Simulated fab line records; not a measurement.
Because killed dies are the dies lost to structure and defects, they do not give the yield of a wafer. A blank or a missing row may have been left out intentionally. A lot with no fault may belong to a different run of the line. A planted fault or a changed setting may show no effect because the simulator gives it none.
A sampling plan put to the test :: flow berkeleyCmos170 :: one line in one fab, 13 faults in these records, each fault weighed on the records of the lots it struck
Plan = the line's own looks (route steps where a gauge or an inspection reads the wafer without altering it). A look is open to judgement when struck wafers have a number at it and the file gives its usual mean and standard deviation on fault-free wafers. Caught: 4 or more of those standard deviations (sigma) separate the usual mean from the mean of the struck wafers at a look after the fault's first step. On the tool: the identical test, applied to the tool's own readings at the steps of the fault. It also counts as caught if the struck wafers ran another recipe or if their record alone is blank.

THE FAULTS, as the simulator had put them in
1. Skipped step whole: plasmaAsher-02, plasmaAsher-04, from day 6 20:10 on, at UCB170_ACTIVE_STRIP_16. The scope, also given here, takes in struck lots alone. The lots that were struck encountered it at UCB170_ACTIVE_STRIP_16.
2. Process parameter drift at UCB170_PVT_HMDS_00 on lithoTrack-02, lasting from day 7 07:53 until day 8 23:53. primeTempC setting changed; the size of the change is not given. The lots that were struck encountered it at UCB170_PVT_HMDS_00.
3. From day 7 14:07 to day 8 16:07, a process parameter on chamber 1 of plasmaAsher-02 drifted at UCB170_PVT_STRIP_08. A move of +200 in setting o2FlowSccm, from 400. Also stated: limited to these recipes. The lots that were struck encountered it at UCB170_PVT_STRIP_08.
4. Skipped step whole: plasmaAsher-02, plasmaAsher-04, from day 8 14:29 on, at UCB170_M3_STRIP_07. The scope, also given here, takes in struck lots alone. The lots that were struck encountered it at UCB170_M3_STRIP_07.
5. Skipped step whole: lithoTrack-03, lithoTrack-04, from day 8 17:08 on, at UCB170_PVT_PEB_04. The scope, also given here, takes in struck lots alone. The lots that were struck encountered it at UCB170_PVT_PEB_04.
6. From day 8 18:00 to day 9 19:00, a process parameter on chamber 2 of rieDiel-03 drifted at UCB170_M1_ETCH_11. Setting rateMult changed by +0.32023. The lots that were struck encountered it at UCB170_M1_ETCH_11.
7. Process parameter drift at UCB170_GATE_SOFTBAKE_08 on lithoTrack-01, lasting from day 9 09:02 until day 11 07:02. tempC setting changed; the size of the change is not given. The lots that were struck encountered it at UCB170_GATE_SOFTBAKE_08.
8. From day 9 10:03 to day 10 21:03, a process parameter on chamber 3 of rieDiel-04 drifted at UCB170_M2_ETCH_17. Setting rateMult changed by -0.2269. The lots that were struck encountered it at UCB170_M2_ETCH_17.
9. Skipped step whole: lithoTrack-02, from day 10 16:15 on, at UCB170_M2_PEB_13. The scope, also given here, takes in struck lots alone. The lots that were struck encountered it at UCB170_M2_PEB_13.
10. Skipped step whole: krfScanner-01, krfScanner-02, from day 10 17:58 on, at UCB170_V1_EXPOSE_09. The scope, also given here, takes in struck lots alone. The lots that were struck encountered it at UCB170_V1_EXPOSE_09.
11. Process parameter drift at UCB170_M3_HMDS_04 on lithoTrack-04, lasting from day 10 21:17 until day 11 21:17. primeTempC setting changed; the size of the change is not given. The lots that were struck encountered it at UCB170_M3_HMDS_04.
12. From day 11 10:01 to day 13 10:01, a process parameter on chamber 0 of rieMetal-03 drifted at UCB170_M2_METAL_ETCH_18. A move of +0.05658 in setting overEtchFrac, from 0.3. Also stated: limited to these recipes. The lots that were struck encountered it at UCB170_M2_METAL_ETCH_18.
13. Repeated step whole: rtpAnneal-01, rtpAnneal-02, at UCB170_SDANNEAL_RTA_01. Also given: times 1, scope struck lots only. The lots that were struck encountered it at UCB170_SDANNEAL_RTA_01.

WHAT THE PLAN SAW
fault: 1
on the tool itself: the tool's record is blank for the struck wafers
first look that catches it: not the one look that can be judged after it
reading, sigma: -
median hours from its first step to that look: -
hours from the fault's start to the first struck lot there: -
judged looks passed uncaught: 1

fault: 2
on the tool itself: primeTempC -7.9 sigma
first look that catches it: no look after it can be judged
reading, sigma: -
median hours from its first step to that look: -
hours from the fault's start to the first struck lot there: -
judged looks passed uncaught: 0

fault: 3
on the tool itself: o2FlowSccm +99 or beyond sigma
first look that catches it: not the one look that can be judged after it
reading, sigma: -
median hours from its first step to that look: -
hours from the fault's start to the first struck lot there: -
judged looks passed uncaught: 1

fault: 4
on the tool itself: the tool's record is blank for the struck wafers
first look that catches it: no look after it can be judged
reading, sigma: -
median hours from its first step to that look: -
hours from the fault's start to the first struck lot there: -
judged looks passed uncaught: 0

fault: 5
on the tool itself: the tool's record is blank for the struck wafers
first look that catches it: no look after it can be judged
reading, sigma: -
median hours from its first step to that look: -
hours from the fault's start to the first struck lot there: -
judged looks passed uncaught: 0

fault: 6
on the tool itself: oesProductAu +8.5 sigma
first look that catches it: no look after it can be judged
reading, sigma: -
median hours from its first step to that look: -
hours from the fault's start to the first struck lot there: -
judged looks passed uncaught: 0

fault: 7
on the tool itself: heaterPowerTotalW +99 or beyond sigma
first look that catches it: UCB170_GATE_CD_MEAS_12
reading, sigma: cdNm -16
median hours from its first step to that look: 1.6
hours from the fault's start to the first struck lot there: 3
judged looks passed uncaught: 0

fault: 8
on the tool itself: oesProductAu -7.9 sigma
first look that catches it: no look after it can be judged
reading, sigma: -
median hours from its first step to that look: -
hours from the fault's start to the first struck lot there: -
judged looks passed uncaught: 0

fault: 9
on the tool itself: the tool's record is blank for the struck wafers
first look that catches it: no look after it can be judged
reading, sigma: -
median hours from its first step to that look: -
hours from the fault's start to the first struck lot there: -
judged looks passed uncaught: 0

fault: 10
on the tool itself: no reading that can be judged
first look that catches it: no look after it can be judged
reading, sigma: -
median hours from its first step to that look: -
hours from the fault's start to the first struck lot there: -
judged looks passed uncaught: 0

fault: 11
on the tool itself: primeTempC +19 sigma
first look that catches it: no look after it can be judged
reading, sigma: -
median hours from its first step to that look: -
hours from the fault's start to the first struck lot there: -
judged looks passed uncaught: 0

fault: 12
on the tool itself: only faintly: oesProductAu -2.8 sigma
first look that catches it: no look after it can be judged
reading, sigma: -
median hours from its first step to that look: -
hours from the fault's start to the first struck lot there: -
judged looks passed uncaught: 0

fault: 13
on the tool itself: under 2 sigma
first look that catches it: no look after it can be judged
reading, sigma: -
median hours from its first step to that look: -
hours from the fault's start to the first struck lot there: -
judged looks passed uncaught: 0
A dash: the fault is not caught, or the number is missing from these records.

Caught at a look: 1 of 13. Caught on the tool: 10 of 13. By one or the other: 10 of 13.
Faults caught by the tool alone: 1, 2, 3, 4, 5, 6, 8, 9, 11.
Caught by neither: faults 10, 12, 13.

THINNER SAMPLING
If the look that catches a fault measured only every second or every third lot, by lot number, the first struck lot would be measured this late in the worst case:
fault: 7
struck lots at that look, in order of time: L501, L503
every lot: 3 h
every second lot: may miss all 2
every third lot: may miss all 2
Hours: fault start to first struck lot measured. The test against the limit of 4 sigma pooled every struck wafer, which means one lot taken alone may stay below that limit. Other struck lots may not be in these records.

THE LONGEST TIMED WAY FROM STEP TO LOOK
Fault 7: the median time between UCB170_GATE_SOFTBAKE_08 and UCB170_GATE_CD_MEAS_12 is 1.6 hours. No look between them can be judged.
